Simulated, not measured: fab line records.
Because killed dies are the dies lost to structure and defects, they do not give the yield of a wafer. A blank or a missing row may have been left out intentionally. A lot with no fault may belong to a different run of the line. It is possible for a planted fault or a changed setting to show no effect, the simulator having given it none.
Tool commonality check / flow berkeley_cmos170 / Sample size 14 lots and 42 wafers

== REASON IT WAS OPENED ==
At UCB170_PLDD_TW_MEAS_11 the reading PLDD_TW is flagged on 2 of 14 lots. No-fault wafers: 1004, standard deviation 8.
Rule: a lot is flagged when every wafer of it that has a number lies more than 4 standard deviations from that mean, or none has a number. The rest of the lots are taken to be sound.

lot=L368; measured=day 7 11:25; on=film_metro-02; PLDD_TW, wafer by wafer=1010 1005 1002; flag=
lot=L369; measured=day 7 23:56; on=film_metro-02; PLDD_TW, wafer by wafer=1007 1010 1005; flag=
lot=L371; measured=day 8 11:38; on=film_metro-01; PLDD_TW, wafer by wafer=1019 1015 1018; flag=
lot=L372; measured=day 8 15:07; on=film_metro-01; PLDD_TW, wafer by wafer=1009 1019 1013; flag=
lot=L375; measured=day 9 01:13; on=film_metro-02; PLDD_TW, wafer by wafer=998 992 1001; flag=
lot=L376; measured=day 9 11:04; on=film_metro-02; PLDD_TW, wafer by wafer=995 994 989; flag=
lot=L378; measured=day 9 11:25; on=film_metro-03; PLDD_TW, wafer by wafer=991 990 988; flag=
lot=L381; measured=day 10 05:47; on=film_metro-02; PLDD_TW, wafer by wafer=1008 1005 1006; flag=
lot=L382; measured=day 10 07:04; on=film_metro-01; PLDD_TW, wafer by wafer=1012 1013 1009; flag=
lot=L383; measured=day 10 07:15; on=film_metro-03; PLDD_TW, wafer by wafer=991 996 995; flag=
lot=L385; measured=day 11 07:45; on=film_metro-03; PLDD_TW, wafer by wafer=30 30 30; flag=FLAGGED
lot=L387; measured=day 11 08:05; on=film_metro-03; PLDD_TW, wafer by wafer=30 30 30; flag=FLAGGED
lot=L388; measured=day 11 21:24; on=film_metro-03; PLDD_TW, wafer by wafer=1001 998 996; flag=
lot=L389; measured=day 11 21:42; on=film_metro-02; PLDD_TW, wafer by wafer=1001 997 1006; flag=
Averaged over the flagged lots the numbers come to 30, -974 from the usual (-99 or more standard deviations).

== LOT BY LOT: THE TOOL USED ==
The record keeps 1 process step preceding the reading, out of 331 steps on the route. Read each cell as the tool, then ch plus the chambers that the sampled wafers visited, then the start.
lot=L368; flag=; UCB170_PLDD_DEVELOP_05=litho_track-04 ch 0, day 7 10:00
lot=L369; flag=; UCB170_PLDD_DEVELOP_05=litho_track-02 ch 0, day 7 22:00
lot=L371; flag=; UCB170_PLDD_DEVELOP_05=litho_track-02 ch 0, day 8 10:00
lot=L372; flag=; UCB170_PLDD_DEVELOP_05=litho_track-04 ch 0, day 8 14:00
lot=L375; flag=; UCB170_PLDD_DEVELOP_05=litho_track-02 ch 0, day 9 00:00
lot=L376; flag=; UCB170_PLDD_DEVELOP_05=litho_track-03 ch 0, day 9 10:00
lot=L378; flag=; UCB170_PLDD_DEVELOP_05=litho_track-04 ch 0, day 9 10:00
lot=L381; flag=; UCB170_PLDD_DEVELOP_05=litho_track-04 ch 0, day 10 05:00
lot=L382; flag=; UCB170_PLDD_DEVELOP_05=litho_track-02 ch 0, day 10 06:00
lot=L383; flag=; UCB170_PLDD_DEVELOP_05=litho_track-04 ch 0, day 10 06:00
lot=L385; flag=FLAGGED; UCB170_PLDD_DEVELOP_05=litho_track-02 ch 0, day 11 07:00
lot=L387; flag=FLAGGED; UCB170_PLDD_DEVELOP_05=litho_track-02 ch 0, day 11 07:00
lot=L388; flag=; UCB170_PLDD_DEVELOP_05=litho_track-04 ch 0, day 11 20:00
lot=L389; flag=; UCB170_PLDD_DEVELOP_05=litho_track-03 ch 0, day 11 21:00
These steps, and what they do:
- UCB170_PLDD_DEVELOP_05: develop time 45 s.
- UCB170_PLDD_TW_MEAS_11

== FLAGGED OVER TOTAL, TOOL BY TOOL (the gauges that took the reading come last) ==
step=UCB170_PLDD_DEVELOP_05; tool=litho_track-02; lots run=6; flagged=2; share of the flagged lots=all; sound lots run after its first flagged lot=0
step=UCB170_PLDD_DEVELOP_05; tool=litho_track-03; lots run=2; flagged=0; share of the flagged lots=none; sound lots run after its first flagged lot=-
step=UCB170_PLDD_DEVELOP_05; tool=litho_track-04; lots run=6; flagged=0; share of the flagged lots=none; sound lots run after its first flagged lot=-
step=UCB170_PLDD_TW_MEAS_11; tool=film_metro-01; lots run=3; flagged=0; share of the flagged lots=none; sound lots run after its first flagged lot=-
step=UCB170_PLDD_TW_MEAS_11; tool=film_metro-02; lots run=6; flagged=0; share of the flagged lots=none; sound lots run after its first flagged lot=-
step=UCB170_PLDD_TW_MEAS_11; tool=film_metro-03; lots run=5; flagged=2; share of the flagged lots=all; sound lots run after its first flagged lot=1 (L388)

== WHAT THE TABLE PERMITS ==
Table rows that saw every flagged lot: 2, namely litho_track-02 at UCB170_PLDD_DEVELOP_05 and film_metro-03 at UCB170_PLDD_TW_MEAS_11.
- litho_track-02 at UCB170_PLDD_DEVELOP_05: 2 of its 6 lots flagged. A fault beginning between L382 (day 10 06:00), its last sound lot, and L385 (day 11 07:00), its first flagged one, fits the data.
- film_metro-03 at UCB170_PLDD_TW_MEAS_11: 2 of its 5 lots flagged. Lots that were sound ran on it after the first flagged one (L388); a persistent fault on the entire tool would not allow that.
litho_track-02 at UCB170_PLDD_DEVELOP_05 is the single tool remaining.

== WHAT WAS PUT IN BY THE SIMULATOR ==
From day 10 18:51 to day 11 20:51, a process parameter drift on litho_track-02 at UCB170_PLDD_DEVELOP_05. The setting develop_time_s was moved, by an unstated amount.
Lots struck among those shown: L385, L387. The rule given above showed the same thing.
